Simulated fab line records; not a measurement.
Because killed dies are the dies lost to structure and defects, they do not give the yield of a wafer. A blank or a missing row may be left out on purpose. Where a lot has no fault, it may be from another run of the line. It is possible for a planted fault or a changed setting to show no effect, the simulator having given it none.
Which tool was responsible? || flow berkeleyCmos170 || 14 lots, 42 wafers sampled, at 2 steps of a route of 331

WHAT EACH GAUGE READ, for each wafer
UCB170_NVT_TW_MEAS_09. Usual: for NVT_TW the level is 531 and the standard deviation is 6.2.
{"lot": "L471", "measured": "day 6 18:29", "on": "filmMetro-02", "NVT_TW": "535 536 540", "flag": ""}
{"lot": "L472", "measured": "day 7 07:28", "on": "filmMetro-04", "NVT_TW": "522 523 523", "flag": ""}
{"lot": "L475", "measured": "day 7 07:46", "on": "filmMetro-04", "NVT_TW": "519 520 522", "flag": ""}
{"lot": "L473", "measured": "day 7 08:01", "on": "filmMetro-02", "NVT_TW": "534 534 533", "flag": ""}
{"lot": "L474", "measured": "day 7 08:05", "on": "filmMetro-04", "NVT_TW": "521 522 520", "flag": ""}
{"lot": "L476", "measured": "day 7 23:05", "on": "filmMetro-01", "NVT_TW": "533 532 531", "flag": ""}
{"lot": "L479", "measured": "day 8 09:06", "on": "filmMetro-01", "NVT_TW": "534 533 533", "flag": ""}
{"lot": "L482", "measured": "day 9 02:31", "on": "filmMetro-02", "NVT_TW": "535 539 541", "flag": ""}
{"lot": "L487", "measured": "day 9 18:42", "on": "filmMetro-02", "NVT_TW": "584 582 585", "flag": "OFF"}
{"lot": "L488", "measured": "day 10 01:05", "on": "filmMetro-01", "NVT_TW": "575 576 576", "flag": "OFF"}
{"lot": "L489", "measured": "day 10 01:33", "on": "filmMetro-01", "NVT_TW": "529 532 531", "flag": ""}
{"lot": "L491", "measured": "day 10 17:28", "on": "filmMetro-02", "NVT_TW": "539 537 539", "flag": ""}
{"lot": "L490", "measured": "day 10 17:44", "on": "filmMetro-01", "NVT_TW": "535 528 531", "flag": ""}
{"lot": "L494", "measured": "day 11 04:47", "on": "filmMetro-02", "NVT_TW": "536 534 534", "flag": ""}

EACH LOT AND THE TOOL THAT RAN IT (in order: tool; ch and the chambers of the sampled wafers; start)
{"lot": "L471", "UCB170_NVT_IMPLANT_07": "implanter-01 ch 0, day 6 18:14"}
{"lot": "L472", "UCB170_NVT_IMPLANT_07": "implanter-01 ch 0, day 7 07:13"}
{"lot": "L475", "UCB170_NVT_IMPLANT_07": "implanter-03 ch 0, day 7 07:32"}
{"lot": "L473", "UCB170_NVT_IMPLANT_07": "implanter-02 ch 0, day 7 07:46"}
{"lot": "L474", "UCB170_NVT_IMPLANT_07": "implanter-01 ch 0, day 7 07:52"}
{"lot": "L476", "UCB170_NVT_IMPLANT_07": "implanter-02 ch 0, day 7 22:50"}
{"lot": "L479", "UCB170_NVT_IMPLANT_07": "implanter-03 ch 0, day 8 08:51"}
{"lot": "L482", "UCB170_NVT_IMPLANT_07": "implanter-03 ch 0, day 9 02:16"}
{"lot": "L487", "UCB170_NVT_IMPLANT_07": "implanter-01 ch 0, day 9 18:29"}
{"lot": "L488", "UCB170_NVT_IMPLANT_07": "implanter-01 ch 0, day 10 00:50"}
{"lot": "L489", "UCB170_NVT_IMPLANT_07": "implanter-03 ch 0, day 10 01:19"}
{"lot": "L491", "UCB170_NVT_IMPLANT_07": "implanter-03 ch 0, day 10 17:15"}
{"lot": "L490", "UCB170_NVT_IMPLANT_07": "implanter-02 ch 0, day 10 17:30"}
{"lot": "L494", "UCB170_NVT_IMPLANT_07": "implanter-03 ch 0, day 11 04:32"}
- UCB170_NVT_IMPLANT_07

WHAT THE TOOLS THEMSELVES READ (means of the sampled wafers that have a number; where no wafer has one, the mark that the record gives instead)
UCB170_NVT_IMPLANT_07. Usual: beamOnS 10.01 s, standard deviation 0.19; doseIonsCm2 3e+12, standard deviation 3.2e+09; faradayCurrentUA 9.51, standard deviation 0.18.
{"lot": "L471", "tool": "implanter-01", "beamOnS (s)": 10.09, "doseIonsCm2": 3e+12, "faradayCurrentUA": 9.46, "flag": ""}
{"lot": "L472", "tool": "implanter-01", "beamOnS (s)": 9.85, "doseIonsCm2": 3e+12, "faradayCurrentUA": 9.65, "flag": ""}
{"lot": "L475", "tool": "implanter-03", "beamOnS (s)": 9.80, "doseIonsCm2": 3e+12, "faradayCurrentUA": 9.73, "flag": ""}
{"lot": "L473", "tool": "implanter-02", "beamOnS (s)": 9.87, "doseIonsCm2": 3e+12, "faradayCurrentUA": 9.64, "flag": ""}
{"lot": "L474", "tool": "implanter-01", "beamOnS (s)": 10.09, "doseIonsCm2": 3e+12, "faradayCurrentUA": 9.41, "flag": ""}
{"lot": "L476", "tool": "implanter-02", "beamOnS (s)": 10.20, "doseIonsCm2": 3e+12, "faradayCurrentUA": 9.33, "flag": ""}
{"lot": "L479", "tool": "implanter-03", "beamOnS (s)": 10.08, "doseIonsCm2": 3e+12, "faradayCurrentUA": 9.47, "flag": ""}
{"lot": "L482", "tool": "implanter-03", "beamOnS (s)": 10.06, "doseIonsCm2": 3e+12, "faradayCurrentUA": 9.47, "flag": ""}
{"lot": "L487", "tool": "implanter-01", "beamOnS (s)": 10.17, "doseIonsCm2": 4e+12, "faradayCurrentUA": 12.23, "flag": "OFF"}
{"lot": "L488", "tool": "implanter-01", "beamOnS (s)": 10.15, "doseIonsCm2": 4e+12, "faradayCurrentUA": 12.22, "flag": "OFF"}
{"lot": "L489", "tool": "implanter-03", "beamOnS (s)": 10.05, "doseIonsCm2": 3e+12, "faradayCurrentUA": 9.47, "flag": ""}
{"lot": "L491", "tool": "implanter-03", "beamOnS (s)": 10.12, "doseIonsCm2": 3e+12, "faradayCurrentUA": 9.41, "flag": ""}
{"lot": "L490", "tool": "implanter-02", "beamOnS (s)": 9.84, "doseIonsCm2": 3e+12, "faradayCurrentUA": 9.67, "flag": ""}
{"lot": "L494", "tool": "implanter-03", "beamOnS (s)": 10.11, "doseIonsCm2": 3e+12, "faradayCurrentUA": 9.42, "flag": ""}

THE ANSWER, worked out from the rows above alone
Rule: a lot is off if the mean of its wafers that have a number lies more than 3 standard deviations from the usual mean. A lot without any number at a reading at which 4 lots or more have one is off too. Where the step has rows for the other lots, those lots are counted as sound. Order of review: gauges by route order, followed by the tools' own readings, for which a lot's mean as printed above is used. The first step at which some lot is off is used, and at that step the reading that is off furthest; a lot without a number counts as furthest.
Off: L487, L488, seen at UCB170_NVT_TW_MEAS_09 (NVT_TW).
If a tool, at a process step before that reading, ran all the lots that are off and no sound lot after the first of them, it fits. The gauges at UCB170_NVT_TW_MEAS_09 aren't tried: what is off there is off at UCB170_NVT_IMPLANT_07 too, on other tools, and a gauge's error can't cause that. One fits: implanter-01 at UCB170_NVT_IMPLANT_07. A fault onset in the window from L474 (day 7 07:52, its last sound lot) to L487 (day 9 18:29, its first lot off) fits.
The tool's own readings at UCB170_NVT_IMPLANT_07 bear it out: on the lots that are off they differ by more than 5 times the standard deviation of the sound lots' means. doseIonsCm2 reads 4e+12 there against 3e+12 on the sound lots; faradayCurrentUA reads 12.23 there against 9.51 on the sound lots.

WHAT WAS PUT IN BY THE SIMULATOR
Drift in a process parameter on implanter-01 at UCB170_NVT_IMPLANT_07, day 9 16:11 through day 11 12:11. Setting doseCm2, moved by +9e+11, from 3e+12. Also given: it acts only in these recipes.
Lots struck among those shown: L487, L488. The rule above reached the same finding.
